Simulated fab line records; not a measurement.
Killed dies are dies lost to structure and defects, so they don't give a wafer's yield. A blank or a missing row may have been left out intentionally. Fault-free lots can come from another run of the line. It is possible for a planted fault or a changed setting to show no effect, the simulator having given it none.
fab line records || flow berkeley-cmos170
record {"lots": 7, "wafers": 21, "last-day": 11}
route steps=331 shown PVT@123 GATE@125 FIELD@126
lots untouched by any fault: they come from a run of this same line in which no faults occurred
start-h: hours from the record's first day to the start of the lot's first wafer shown || wait-h: hours since the lot's step before || " repeats the value in the row above || L1.1+2: a single row standing in for several wafers || - value missing, or start not given || * or withheld: withheld || < > ~ a bound
route shown NAME@n: a module of which the file shows steps, and the number in the route of the first || usual: mean/standard deviation taken from wafers without a fault || same: alike in all rows || chamber/n: place in a boat || sites: readings site by site || _std_site: the standard deviation of these || _edge_site: the outer-site mean with the inner-site mean subtracted || radius-mm: how far each site lies from the wafer's centre || mask NAME#n: copy n || behind: the tool/chamber that last shaped the wafer || hold: reason for holding the lot/hours on hold/outcome of the hold || device: which transistor (n, p or np) failed to switch || end of line: the route-end tests of the same wafers || a step given without rows: its recipe and nothing more || killed: count of dies lost to structure and defects at first sort (not the wafer's yield) || map: a wafer's dies, marking killed ones x, the rest . and places with no die _
set.NAME: the run value of the setting; set.NAME@STEP: its run value at that earlier step || model.NAME: the simulator's own value behind a step, which no gauge read
a table for each step, a row for each wafer; lots at some steps of the route
services: from which hour (start-h, from the record's first day; less than 0 if before it) a tool's chamber was out of use, for how many hours, and why
## steps
# step UCB170_PVT_STRIP_08
# recipe {"chemistry": "O2", "power-w": 400, "pressure-mtorr": 3500, "platen-temp-c": "withheld", "o2-flow-sccm": 400, "overash-fraction": 0.5}
# usual {"drypump-motor-current-A": "5.8/0.31", "oes-product-au": "0.735/0.0045", "strip-time-to-endpoint-s": "21.65/0.062"}
{"lot.wafer": "L112.2", "tool": "plasma-asher-03", "chamber": 0, "start-h": 104.21, "wait-h": 0.1, "drypump-motor-current-A": 6.1, "oes-product-au": 0.743, "rf-hours-counter-h": 31, "strip-time-to-endpoint-s": 21.78}
{"lot.wafer": "L112.3", "tool": "plasma-asher-03", "chamber": 0, "start-h": 104.21, "wait-h": 0.1, "drypump-motor-current-A": 6.2, "oes-product-au": 0.739, "rf-hours-counter-h": "-", "strip-time-to-endpoint-s": 21.73}
{"lot.wafer": "L112.5", "tool": "plasma-asher-03", "chamber": 1, "start-h": 104.21, "wait-h": 0.1, "drypump-motor-current-A": 5.5, "oes-product-au": 0.732, "rf-hours-counter-h": "-", "strip-time-to-endpoint-s": 21.67}
{"lot.wafer": "L121.1", "tool": "plasma-asher-03", "chamber": 0, "start-h": 164.62, "wait-h": 0.1, "drypump-motor-current-A": 6.2, "oes-product-au": 0.734, "rf-hours-counter-h": 37, "strip-time-to-endpoint-s": 21.73}
{"lot.wafer": "L121.2", "tool": "plasma-asher-03", "chamber": 1, "start-h": 164.62, "wait-h": 0.1, "drypump-motor-current-A": 5.5, "oes-product-au": 0.729, "rf-hours-counter-h": 37, "strip-time-to-endpoint-s": 21.68}
{"lot.wafer": "L121.3", "tool": "plasma-asher-03", "chamber": 1, "start-h": 164.62, "wait-h": 0.1, "drypump-motor-current-A": 5.5, "oes-product-au": 0.729, "rf-hours-counter-h": "-", "strip-time-to-endpoint-s": 21.76}
{"lot.wafer": "L120.1", "tool": "plasma-asher-04", "chamber": 0, "start-h": 164.86, "wait-h": 0.1, "drypump-motor-current-A": 6.2, "oes-product-au": 0.738, "rf-hours-counter-h": 5, "strip-time-to-endpoint-s": 21.68}
{"lot.wafer": "L120.2", "tool": "plasma-asher-04", "chamber": 1, "start-h": 164.86, "wait-h": 0.1, "drypump-motor-current-A": 5.8, "oes-product-au": 0.727, "rf-hours-counter-h": 5, "strip-time-to-endpoint-s": 21.63}
{"lot.wafer": "L120.3", "tool": "plasma-asher-04", "chamber": 1, "start-h": 164.86, "wait-h": 0.1, "drypump-motor-current-A": 5.8, "oes-product-au": 0.742, "rf-hours-counter-h": "-", "strip-time-to-endpoint-s": 21.61}
{"lot.wafer": "L122.1", "tool": "plasma-asher-04", "chamber": 1, "start-h": 170.43, "wait-h": 0.1, "drypump-motor-current-A": 5.8, "oes-product-au": 0.731, "rf-hours-counter-h": 5, "strip-time-to-endpoint-s": 21.62}
{"lot.wafer": "L122.3", "tool": "plasma-asher-04", "chamber": 0, "start-h": 170.43, "wait-h": 0.1, "drypump-motor-current-A": 6.2, "oes-product-au": 0.746, "rf-hours-counter-h": "-", "strip-time-to-endpoint-s": 21.66}
{"lot.wafer": "L122.5", "tool": "plasma-asher-04", "chamber": 0, "start-h": 170.43, "wait-h": 0.1, "drypump-motor-current-A": 6.2, "oes-product-au": 0.736, "rf-hours-counter-h": "-", "strip-time-to-endpoint-s": 21.63}
{"lot.wafer": "L130.2", "tool": "plasma-asher-03", "chamber": 1, "start-h": 206.66, "wait-h": 0.1, "drypump-motor-current-A": 5.5, "oes-product-au": 0.732, "rf-hours-counter-h": 40, "strip-time-to-endpoint-s": 21.65}
{"lot.wafer": "L130.4", "tool": "plasma-asher-03", "chamber": 1, "start-h": 206.66, "wait-h": 0.1, "drypump-motor-current-A": 5.5, "oes-product-au": 0.741, "rf-hours-counter-h": "-", "strip-time-to-endpoint-s": 21.63}
{"lot.wafer": "L130.6", "tool": "plasma-asher-03", "chamber": 1, "start-h": 206.66, "wait-h": 0.1, "drypump-motor-current-A": 5.5, "oes-product-au": 0.732, "rf-hours-counter-h": "-", "strip-time-to-endpoint-s": 21.64}
{"lot.wafer": "L128.1", "tool": "plasma-asher-01", "chamber": 1, "start-h": 206.85, "wait-h": 0.1, "drypump-motor-current-A": 5.8, "oes-product-au": 0.738, "rf-hours-counter-h": 48, "strip-time-to-endpoint-s": 21.61}
{"lot.wafer": "L128.2", "tool": "plasma-asher-01", "chamber": 0, "start-h": 206.85, "wait-h": 0.1, "drypump-motor-current-A": 5.4, "oes-product-au": 0.733, "rf-hours-counter-h": 48, "strip-time-to-endpoint-s": 21.59}
{"lot.wafer": "L128.6", "tool": "plasma-asher-01", "chamber": 0, "start-h": 206.85, "wait-h": 0.1, "drypump-motor-current-A": 5.3, "oes-product-au": 0.735, "rf-hours-counter-h": "-", "strip-time-to-endpoint-s": 21.65}
{"lot.wafer": "L132.2", "tool": "plasma-asher-03", "chamber": 1, "start-h": 219.98, "wait-h": 0.1, "drypump-motor-current-A": 5.5, "oes-product-au": 0.741, "rf-hours-counter-h": 42, "strip-time-to-endpoint-s": 21.60}
{"lot.wafer": "L132.4", "tool": "plasma-asher-03", "chamber": 0, "start-h": 219.98, "wait-h": 0.1, "drypump-motor-current-A": 6.2, "oes-product-au": 0.739, "rf-hours-counter-h": "-", "strip-time-to-endpoint-s": 21.61}
{"lot.wafer": "L132.5", "tool": "plasma-asher-03", "chamber": 0, "start-h": 219.98, "wait-h": 0.1, "drypump-motor-current-A": 6.2, "oes-product-au": 0.732, "rf-hours-counter-h": "-", "strip-time-to-endpoint-s": 21.65}
# step UCB170_PVT_TW_MEAS_09
# usual {"PVT_TW": "504/4.2"}
{"lot.wafer": "L112.2", "tool": "film-metro-04", "chamber": "-", "start-h": 104.32, "wait-h": 0.1, "PVT_TW": 505}
{"lot.wafer": "L112.3", "tool": "film-metro-04", "chamber": "-", "start-h": 104.32, "wait-h": 0.1, "PVT_TW": 503}
{"lot.wafer": "L112.5", "tool": "film-metro-04", "chamber": "-", "start-h": 104.32, "wait-h": 0.1, "PVT_TW": 503}
{"lot.wafer": "L121.1", "tool": "film-metro-01", "chamber": "-", "start-h": 164.72, "wait-h": 0.1, "PVT_TW": 501}
{"lot.wafer": "L121.2", "tool": "film-metro-01", "chamber": "-", "start-h": 164.72, "wait-h": 0.1, "PVT_TW": 503}
{"lot.wafer": "L121.3", "tool": "film-metro-01", "chamber": "-", "start-h": 164.72, "wait-h": 0.1, "PVT_TW": 501}
{"lot.wafer": "L120.1", "tool": "film-metro-04", "chamber": "-", "start-h": 164.96, "wait-h": 0.1, "PVT_TW": 503}
{"lot.wafer": "L120.2", "tool": "film-metro-04", "chamber": "-", "start-h": 164.96, "wait-h": 0.1, "PVT_TW": 503}
{"lot.wafer": "L120.3", "tool": "film-metro-04", "chamber": "-", "start-h": 164.96, "wait-h": 0.1, "PVT_TW": 503}
{"lot.wafer": "L122.1", "tool": "film-metro-04", "chamber": "-", "start-h": 170.53, "wait-h": 0.1, "PVT_TW": 500}
{"lot.wafer": "L122.3", "tool": "film-metro-04", "chamber": "-", "start-h": 170.53, "wait-h": 0.1, "PVT_TW": 500}
{"lot.wafer": "L122.5", "tool": "film-metro-04", "chamber": "-", "start-h": 170.53, "wait-h": 0.1, "PVT_TW": 500}
{"lot.wafer": "L130.2", "tool": "film-metro-03", "chamber": "-", "start-h": 206.77, "wait-h": 0.1, "PVT_TW": 508}
{"lot.wafer": "L130.4", "tool": "film-metro-03", "chamber": "-", "start-h": 206.77, "wait-h": 0.1, "PVT_TW": 506}
{"lot.wafer": "L130.6", "tool": "film-metro-03", "chamber": "-", "start-h": 206.77, "wait-h": 0.1, "PVT_TW": 507}
{"lot.wafer": "L128.1", "tool": "film-metro-04", "chamber": "-", "start-h": 206.96, "wait-h": 0.1, "PVT_TW": 501}
{"lot.wafer": "L128.2", "tool": "film-metro-04", "chamber": "-", "start-h": 206.96, "wait-h": 0.1, "PVT_TW": 501}
{"lot.wafer": "L128.6", "tool": "film-metro-04", "chamber": "-", "start-h": 206.96, "wait-h": 0.1, "PVT_TW": 501}
{"lot.wafer": "L132.2", "tool": "film-metro-01", "chamber": "-", "start-h": 220.09, "wait-h": 0.1, "PVT_TW": 504}
{"lot.wafer": "L132.4", "tool": "film-metro-01", "chamber": "-", "start-h": 220.09, "wait-h": 0.1, "PVT_TW": 505}
{"lot.wafer": "L132.5", "tool": "film-metro-01", "chamber": "-", "start-h": 220.09, "wait-h": 0.1, "PVT_TW": 507}
# step UCB170_GATE_WET_ETCH_00
# recipe {"chemistry": "dHF", "dilution": "25:1", "target": "SiO2", "temp-c": 25, "time-s": 200}
# step UCB170_FIELD_THK_MEAS_91
# recipe {"reads": "SiO2_of_FIELD_OXIDATION_01"}
# usual {"FIELD_OXIDE_LEFT_2_THK": "355/8.8"}
{"lot.wafer": "L112.2", "tool": "film-metro-03", "chamber": "-", "start-h": 104.45, "wait-h": 0.0, "FIELD_OXIDE_LEFT_2_THK[nm]": 359}
{"lot.wafer": "L112.3", "tool": "film-metro-03", "chamber": "-", "start-h": 104.45, "wait-h": 0.0, "FIELD_OXIDE_LEFT_2_THK[nm]": 368}
{"lot.wafer": "L112.5", "tool": "film-metro-03", "chamber": "-", "start-h": 104.45, "wait-h": 0.0, "FIELD_OXIDE_LEFT_2_THK[nm]": 359}
{"lot.wafer": "L121.1", "tool": "film-metro-03", "chamber": "-", "start-h": 164.84, "wait-h": 0.0, "FIELD_OXIDE_LEFT_2_THK[nm]": 346}
{"lot.wafer": "L121.2", "tool": "film-metro-03", "chamber": "-", "start-h": 164.84, "wait-h": 0.0, "FIELD_OXIDE_LEFT_2_THK[nm]": 363}
{"lot.wafer": "L121.3", "tool": "film-metro-03", "chamber": "-", "start-h": 164.84, "wait-h": 0.0, "FIELD_OXIDE_LEFT_2_THK[nm]": 357}
{"lot.wafer": "L120.1", "tool": "film-metro-03", "chamber": "-", "start-h": 165.09, "wait-h": 0.0, "FIELD_OXIDE_LEFT_2_THK[nm]": 357}
{"lot.wafer": "L120.2", "tool": "film-metro-03", "chamber": "-", "start-h": 165.09, "wait-h": 0.0, "FIELD_OXIDE_LEFT_2_THK[nm]": 357}
{"lot.wafer": "L120.3", "tool": "film-metro-03", "chamber": "-", "start-h": 165.09, "wait-h": 0.0, "FIELD_OXIDE_LEFT_2_THK[nm]": 357}
{"lot.wafer": "L122.1", "tool": "film-metro-03", "chamber": "-", "start-h": 170.65, "wait-h": 0.0, "FIELD_OXIDE_LEFT_2_THK[nm]": 353}
{"lot.wafer": "L122.3", "tool": "film-metro-03", "chamber": "-", "start-h": 170.65, "wait-h": 0.0, "FIELD_OXIDE_LEFT_2_THK[nm]": 356}
{"lot.wafer": "L122.5", "tool": "film-metro-03", "chamber": "-", "start-h": 170.65, "wait-h": 0.0, "FIELD_OXIDE_LEFT_2_THK[nm]": 351}
{"lot.wafer": "L130.2", "tool": "film-metro-01", "chamber": "-", "start-h": 206.94, "wait-h": 0.0, "FIELD_OXIDE_LEFT_2_THK[nm]": 356}
{"lot.wafer": "L130.4", "tool": "film-metro-01", "chamber": "-", "start-h": 206.94, "wait-h": 0.0, "FIELD_OXIDE_LEFT_2_THK[nm]": 360}
{"lot.wafer": "L130.6", "tool": "film-metro-01", "chamber": "-", "start-h": 206.94, "wait-h": 0.0, "FIELD_OXIDE_LEFT_2_THK[nm]": 357}
{"lot.wafer": "L128.1", "tool": "film-metro-01", "chamber": "-", "start-h": 207.09, "wait-h": 0.0, "FIELD_OXIDE_LEFT_2_THK[nm]": 352}
{"lot.wafer": "L128.2", "tool": "film-metro-01", "chamber": "-", "start-h": 207.09, "wait-h": 0.0, "FIELD_OXIDE_LEFT_2_THK[nm]": 361}
{"lot.wafer": "L128.6", "tool": "film-metro-01", "chamber": "-", "start-h": 207.09, "wait-h": 0.0, "FIELD_OXIDE_LEFT_2_THK[nm]": 368}
{"lot.wafer": "L132.2", "tool": "film-metro-03", "chamber": "-", "start-h": 220.23, "wait-h": 0.0, "FIELD_OXIDE_LEFT_2_THK[nm]": 363}
{"lot.wafer": "L132.4", "tool": "film-metro-03", "chamber": "-", "start-h": 220.23, "wait-h": 0.0, "FIELD_OXIDE_LEFT_2_THK[nm]": 356}
{"lot.wafer": "L132.5", "tool": "film-metro-03", "chamber": "-", "start-h": 220.23, "wait-h": 0.0, "FIELD_OXIDE_LEFT_2_THK[nm]": 365}
# step UCB170_GATE_OXIDATION_01
# recipe {"temp-c": 850, "ambient": "O2", "target-thk-a": 66, "ox-time-s": 1800}
# step UCB170_GATE_THK_MEAS_02
# recipe {"reads": "SiO2_of_GATE_OXIDATION_01"}
# usual {"GATE_OXIDE_THK": "6.53/0.14"}
{"lot.wafer": "L112.2", "tool": "film-metro-01", "chamber": "-", "start-h": 109.70, "wait-h": 0.0, "GATE_OXIDE_THK[nm]": 6.54}
{"lot.wafer": "L112.3", "tool": "film-metro-01", "chamber": "-", "start-h": 109.70, "wait-h": 0.0, "GATE_OXIDE_THK[nm]": 6.73}
{"lot.wafer": "L112.5", "tool": "film-metro-01", "chamber": "-", "start-h": 109.70, "wait-h": 0.0, "GATE_OXIDE_THK[nm]": 6.69}
{"lot.wafer": "L121.1", "tool": "film-metro-04", "chamber": "-", "start-h": 166.74, "wait-h": 0.0, "GATE_OXIDE_THK[nm]": 6.71}
{"lot.wafer": "L121.2", "tool": "film-metro-04", "chamber": "-", "start-h": 166.74, "wait-h": 0.0, "GATE_OXIDE_THK[nm]": 6.85}
{"lot.wafer": "L121.3", "tool": "film-metro-04", "chamber": "-", "start-h": 166.74, "wait-h": 0.0, "GATE_OXIDE_THK[nm]": 6.87}
{"lot.wafer": "L120.1", "tool": "film-metro-01", "chamber": "-", "start-h": 166.78, "wait-h": 0.0, "GATE_OXIDE_THK[nm]": 6.60}
{"lot.wafer": "L120.2", "tool": "film-metro-01", "chamber": "-", "start-h": 166.78, "wait-h": 0.0, "GATE_OXIDE_THK[nm]": 6.61}
{"lot.wafer": "L120.3", "tool": "film-metro-01", "chamber": "-", "start-h": 166.78, "wait-h": 0.0, "GATE_OXIDE_THK[nm]": 6.67}
{"lot.wafer": "L122.1", "tool": "film-metro-04", "chamber": "-", "start-h": 175.27, "wait-h": 0.0, "GATE_OXIDE_THK[nm]": 6.53}
{"lot.wafer": "L122.3", "tool": "film-metro-04", "chamber": "-", "start-h": 175.27, "wait-h": 0.0, "GATE_OXIDE_THK[nm]": 6.32}
{"lot.wafer": "L122.5", "tool": "film-metro-04", "chamber": "-", "start-h": 175.27, "wait-h": 0.0, "GATE_OXIDE_THK[nm]": 6.52}
{"lot.wafer": "L128.1", "tool": "film-metro-02", "chamber": "-", "start-h": 209.90, "wait-h": 0.0, "GATE_OXIDE_THK[nm]": 6.42}
{"lot.wafer": "L128.2", "tool": "film-metro-02", "chamber": "-", "start-h": 209.90, "wait-h": 0.0, "GATE_OXIDE_THK[nm]": 6.45}
{"lot.wafer": "L128.6", "tool": "film-metro-02", "chamber": "-", "start-h": 209.90, "wait-h": 0.0, "GATE_OXIDE_THK[nm]": 6.25}
{"lot.wafer": "L130.2", "tool": "film-metro-01", "chamber": "-", "start-h": 209.91, "wait-h": 0.0, "GATE_OXIDE_THK[nm]": 6.49}
{"lot.wafer": "L130.4", "tool": "film-metro-01", "chamber": "-", "start-h": 209.91, "wait-h": 0.0, "GATE_OXIDE_THK[nm]": 6.45}
{"lot.wafer": "L130.6", "tool": "film-metro-01", "chamber": "-", "start-h": 209.91, "wait-h": 0.0, "GATE_OXIDE_THK[nm]": 6.41}
{"lot.wafer": "L132.2", "tool": "film-metro-02", "chamber": "-", "start-h": 224.47, "wait-h": 0.1, "GATE_OXIDE_THK[nm]": 6.83}
{"lot.wafer": "L132.4", "tool": "film-metro-02", "chamber": "-", "start-h": 224.47, "wait-h": 0.1, "GATE_OXIDE_THK[nm]": 6.85}
{"lot.wafer": "L132.5", "tool": "film-metro-02", "chamber": "-", "start-h": 224.47, "wait-h": 0.1, "GATE_OXIDE_THK[nm]": 6.85}
# step UCB170_GATE_ANNEAL_03
# recipe {"temp-c": 900, "time-s": 1800, "ambient": "N2"}
# step UCB170_GATE_CVD_04
# recipe {"material": "poly-Si", "temp-c": 610, "precursor": "SiH4", "time-s": 1440, "pressure-mtorr": 375, "target-thk-nm": 214, "sih4-flow-sccm": 120}
# step UCB170_GATE_THK_MEAS_05
# recipe {"reads": "poly-Si_of_GATE_CVD_04"}
# usual {"GATE_POLY_THK": "214.0/2.4"}
{"lot.wafer": "L112.2", "tool": "film-metro-02", "chamber": "-", "start-h": 117.51, "wait-h": 0.0, "GATE_POLY_THK[nm]": 213.2}
{"lot.wafer": "L112.3", "tool": "film-metro-02", "chamber": "-", "start-h": 117.51, "wait-h": 0.0, "GATE_POLY_THK[nm]": 213.1}
{"lot.wafer": "L112.5", "tool": "film-metro-02", "chamber": "-", "start-h": 117.51, "wait-h": 0.0, "GATE_POLY_THK[nm]": 214.2}
{"lot.wafer": "L121.1", "tool": "film-metro-01", "chamber": "-", "start-h": 172.98, "wait-h": 0.0, "GATE_POLY_THK[nm]": 213.5}
{"lot.wafer": "L121.2", "tool": "film-metro-01", "chamber": "-", "start-h": 172.98, "wait-h": 0.0, "GATE_POLY_THK[nm]": 213.5}
{"lot.wafer": "L121.3", "tool": "film-metro-01", "chamber": "-", "start-h": 172.98, "wait-h": 0.0, "GATE_POLY_THK[nm]": 212.6}
{"lot.wafer": "L120.1", "tool": "film-metro-04", "chamber": "-", "start-h": 173.03, "wait-h": 0.1, "GATE_POLY_THK[nm]": 214.7}
{"lot.wafer": "L120.2", "tool": "film-metro-04", "chamber": "-", "start-h": 173.03, "wait-h": 0.1, "GATE_POLY_THK[nm]": 215.6}
{"lot.wafer": "L120.3", "tool": "film-metro-04", "chamber": "-", "start-h": 173.03, "wait-h": 0.1, "GATE_POLY_THK[nm]": 215.4}
{"lot.wafer": "L122.1", "tool": "film-metro-01", "chamber": "-", "start-h": 182.25, "wait-h": 0.0, "GATE_POLY_THK[nm]": 216.6}
{"lot.wafer": "L122.3", "tool": "film-metro-01", "chamber": "-", "start-h": 182.25, "wait-h": 0.0, "GATE_POLY_THK[nm]": 214.8}
{"lot.wafer": "L122.5", "tool": "film-metro-01", "chamber": "-", "start-h": 182.25, "wait-h": 0.0, "GATE_POLY_THK[nm]": 213.7}
{"lot.wafer": "L128.1", "tool": "film-metro-04", "chamber": "-", "start-h": 215.06, "wait-h": 0.0, "GATE_POLY_THK[nm]": 214.5}
{"lot.wafer": "L128.2", "tool": "film-metro-04", "chamber": "-", "start-h": 215.06, "wait-h": 0.0, "GATE_POLY_THK[nm]": 213.5}
{"lot.wafer": "L128.6", "tool": "film-metro-04", "chamber": "-", "start-h": 215.06, "wait-h": 0.0, "GATE_POLY_THK[nm]": 213.5}
{"lot.wafer": "L130.2", "tool": "film-metro-02", "chamber": "-", "start-h": 215.07, "wait-h": 0.0, "GATE_POLY_THK[nm]": 212.6}
{"lot.wafer": "L130.4", "tool": "film-metro-02", "chamber": "-", "start-h": 215.07, "wait-h": 0.0, "GATE_POLY_THK[nm]": 210.6}
{"lot.wafer": "L130.6", "tool": "film-metro-02", "chamber": "-", "start-h": 215.07, "wait-h": 0.0, "GATE_POLY_THK[nm]": 211.4}
{"lot.wafer": "L132.2", "tool": "film-metro-02", "chamber": "-", "start-h": 229.25, "wait-h": 0.0, "GATE_POLY_THK[nm]": 214.1}
{"lot.wafer": "L132.4", "tool": "film-metro-02", "chamber": "-", "start-h": 229.25, "wait-h": 0.0, "GATE_POLY_THK[nm]": 214.7}
{"lot.wafer": "L132.5", "tool": "film-metro-02", "chamber": "-", "start-h": 229.25, "wait-h": 0.0, "GATE_POLY_THK[nm]": 214.1}
# step UCB170_GATE_COAT_06
# recipe {"resist": "BARC", "temp-c": "withheld", "time-s": "withheld", "spin-rpm": 3000, "resist-thk-nm": "withheld"}
# step UCB170_GATE_COAT_07
# recipe {"resist": "KrF", "spin-rpm": 1500, "resist-thk-nm": 900}
# step UCB170_GATE_SOFTBAKE_08
# recipe {"resist": "KrF", "temp-c": 130, "time-s": 60}
# step UCB170_GATE_EXPOSE_09
# recipe {"mask-id": "POLY", "target-cd-nm": 350, "na": 0.5, "sigma-outer": 0.6, "source-shape": "conventional", "dose-mj": 21}
# usual {"exposure-dose-mJ-cm2": "21.11/0.12", "focus-offset-nm": "0.0/0.58"}
{"lot.wafer": "L112.2", "tool": "krf-scanner-01", "chamber": 0, "start-h": 118.53, "wait-h": "-", "mask": "POLY#0", "exposure-dose-mJ-cm2": 21.23, "focus-offset-nm": -0.6}
{"lot.wafer": "L112.3", "tool": "krf-scanner-01", "chamber": 0, "start-h": 118.53, "wait-h": "-", "mask": "POLY#0", "exposure-dose-mJ-cm2": 21.20, "focus-offset-nm": 0.4}
{"lot.wafer": "L112.5", "tool": "krf-scanner-01", "chamber": 0, "start-h": 118.53, "wait-h": "-", "mask": "POLY#0", "exposure-dose-mJ-cm2": 21.25, "focus-offset-nm": 0.1}
{"lot.wafer": "L121.1", "tool": "krf-scanner-01", "chamber": "-", "start-h": 173.64, "wait-h": "-", "mask": "POLY#0", "exposure-dose-mJ-cm2": "-", "focus-offset-nm": "-"}
{"lot.wafer": "L121.2", "tool": "krf-scanner-01", "chamber": "-", "start-h": 173.64, "wait-h": "-", "mask": "POLY#0", "exposure-dose-mJ-cm2": "-", "focus-offset-nm": "-"}
{"lot.wafer": "L121.3", "tool": "krf-scanner-01", "chamber": "-", "start-h": 173.64, "wait-h": "-", "mask": "POLY#0", "exposure-dose-mJ-cm2": "-", "focus-offset-nm": "-"}
{"lot.wafer": "L120.1", "tool": "krf-scanner-01", "chamber": "-", "start-h": 173.80, "wait-h": "-", "mask": "POLY#0", "exposure-dose-mJ-cm2": "-", "focus-offset-nm": "-"}
{"lot.wafer": "L120.2", "tool": "krf-scanner-01", "chamber": "-", "start-h": 173.80, "wait-h": "-", "mask": "POLY#0", "exposure-dose-mJ-cm2": "-", "focus-offset-nm": "-"}
{"lot.wafer": "L120.3", "tool": "krf-scanner-01", "chamber": "-", "start-h": 173.80, "wait-h": "-", "mask": "POLY#0", "exposure-dose-mJ-cm2": "-", "focus-offset-nm": "-"}
{"lot.wafer": "L122.1", "tool": "krf-scanner-01", "chamber": "-", "start-h": 182.76, "wait-h": "-", "mask": "POLY#0", "exposure-dose-mJ-cm2": "-", "focus-offset-nm": "-"}
{"lot.wafer": "L122.3", "tool": "krf-scanner-01", "chamber": "-", "start-h": 182.76, "wait-h": "-", "mask": "POLY#0", "exposure-dose-mJ-cm2": "-", "focus-offset-nm": "-"}
{"lot.wafer": "L122.5", "tool": "krf-scanner-01", "chamber": "-", "start-h": 182.76, "wait-h": "-", "mask": "POLY#0", "exposure-dose-mJ-cm2": "-", "focus-offset-nm": "-"}
{"lot.wafer": "L128.1", "tool": "krf-scanner-02", "chamber": 0, "start-h": 216.64, "wait-h": "-", "mask": "POLY#0", "exposure-dose-mJ-cm2": 20.97, "focus-offset-nm": -1.1}
{"lot.wafer": "L128.2", "tool": "krf-scanner-02", "chamber": 0, "start-h": 216.64, "wait-h": "-", "mask": "POLY#0", "exposure-dose-mJ-cm2": 20.97, "focus-offset-nm": -0.5}
{"lot.wafer": "L128.6", "tool": "krf-scanner-02", "chamber": 0, "start-h": 216.64, "wait-h": "-", "mask": "POLY#0", "exposure-dose-mJ-cm2": 20.99, "focus-offset-nm": -0.9}
{"lot.wafer": "L130.2", "tool": "krf-scanner-02", "chamber": 0, "start-h": 216.77, "wait-h": "-", "mask": "POLY#0", "exposure-dose-mJ-cm2": 21.02, "focus-offset-nm": 0.3}
{"lot.wafer": "L130.4", "tool": "krf-scanner-02", "chamber": 0, "start-h": 216.77, "wait-h": "-", "mask": "POLY#0", "exposure-dose-mJ-cm2": 21.02, "focus-offset-nm": -0.2}
{"lot.wafer": "L130.6", "tool": "krf-scanner-02", "chamber": 0, "start-h": 216.77, "wait-h": "-", "mask": "POLY#0", "exposure-dose-mJ-cm2": 21.01, "focus-offset-nm": 0.9}
{"lot.wafer": "L132.2", "tool": "krf-scanner-02", "chamber": 0, "start-h": 230.81, "wait-h": "-", "mask": "POLY#0", "exposure-dose-mJ-cm2": 20.99, "focus-offset-nm": -0.2}
{"lot.wafer": "L132.4", "tool": "krf-scanner-02", "chamber": 0, "start-h": 230.81, "wait-h": "-", "mask": "POLY#0", "exposure-dose-mJ-cm2": 21.00, "focus-offset-nm": -0.1}
{"lot.wafer": "L132.5", "tool": "krf-scanner-02", "chamber": 0, "start-h": 230.81, "wait-h": "-", "mask": "POLY#0", "exposure-dose-mJ-cm2": 20.97, "focus-offset-nm": -0.3}
# step UCB170_GATE_PEB_10
# recipe {"peb-temp-c": 130, "peb-time-s": "withheld", "resist": "KrF"}
## services
{"tool": "krf-scanner-01", "chamber": "-", "start-h": 84.90, "hours": 1.0, "kind": "pm"}
{"tool": "krf-scanner-01", "chamber": "-", "start-h": 103.16, "hours": 3.6, "kind": "pm"}
{"tool": "plasma-asher-04", "chamber": "-", "start-h": 108.84, "hours": 9.0, "kind": "pm"}
{"tool": "plasma-asher-04", "chamber": 0, "start-h": 108.84, "hours": 9.0, "kind": "vent-cycle"}
{"tool": "plasma-asher-04", "chamber": 1, "start-h": 108.84, "hours": 9.0, "kind": "vent-cycle"}
{"tool": "krf-scanner-01", "chamber": "-", "start-h": 113.12, "hours": "-", "kind": "calibration"}
{"tool": "plasma-asher-04", "chamber": 0, "start-h": 117.84, "hours": "-", "kind": "clean"}
{"tool": "plasma-asher-04", "chamber": 1, "start-h": 117.84, "hours": "-", "kind": "clean"}
{"tool": "krf-scanner-02", "chamber": "-", "start-h": 118.02, "hours": 0.2, "kind": "repair"}
{"tool": "krf-scanner-02", "chamber": "-", "start-h": 120.41, "hours": 0.9, "kind": "repair"}
{"tool": "plasma-asher-03", "chamber": "-", "start-h": 125.59, "hours": 0.5, "kind": "repair"}
{"tool": "krf-scanner-01", "chamber": "-", "start-h": 126.04, "hours": 1.3, "kind": "pm"}
{"tool": "krf-scanner-02", "chamber": "-", "start-h": 142.09, "hours": 1.0, "kind": "pm"}
{"tool": "krf-scanner-02", "chamber": "-", "start-h": 170.31, "hours": 4.0, "kind": "pm"}
{"tool": "krf-scanner-01", "chamber": 0, "start-h": 194.92, "hours": "-", "kind": "calibration"}
{"tool": "krf-scanner-02", "chamber": "-", "start-h": 204.08, "hours": 1.3, "kind": "pm"}
{"tool": "krf-scanner-01", "chamber": "-", "start-h": 216.05, "hours": 0.8, "kind": "pm"}
## key
first-sign {"step": "UCB170_GATE_EXPOSE_09", "reading": "tool-record", "direction": "missing"}
effect none on later readings
met-at UCB170_GATE_EXPOSE_09
struck-wafers L120.1,L120.2,L120.3,L121.1,L121.2,L121.3,L122.1,L122.3,L122.5
later-rows-left-out L120.1,L120.2,L120.3,L121.1,L121.2,L121.3,L122.1,L122.3,L122.5
sort-left-out L120.1,L120.2,L120.3,L121.1,L121.2,L121.3,L122.1,L122.3,L122.5
tester-left-out L120,L121,L122
onset-between 118.53 173.64
fault {"kind": "skipped-step-whole", "tool": "krf-scanner-01", "chamber": "-", "onset-h": 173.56, "steps": "UCB170_GATE_EXPOSE_09", "scope": "struck-lots-only"}
# tester-left-out: of these lots the tester's yield and bins aren't shown, on N5 and GAA mostly nor the transistor test; their killed dies are dies lost to structure and defects alone, not to doping, threshold or leakage, so they don't give the yield
# sort-left-out: the simulated sort isn't trusted on such a fault, so these wafers' sort isn't shown, and their yield isn't known
# later-rows-left-out: the simulator's readings of these wafers behind a module that went badly wrong aren't trusted and aren't shown, but for the sort
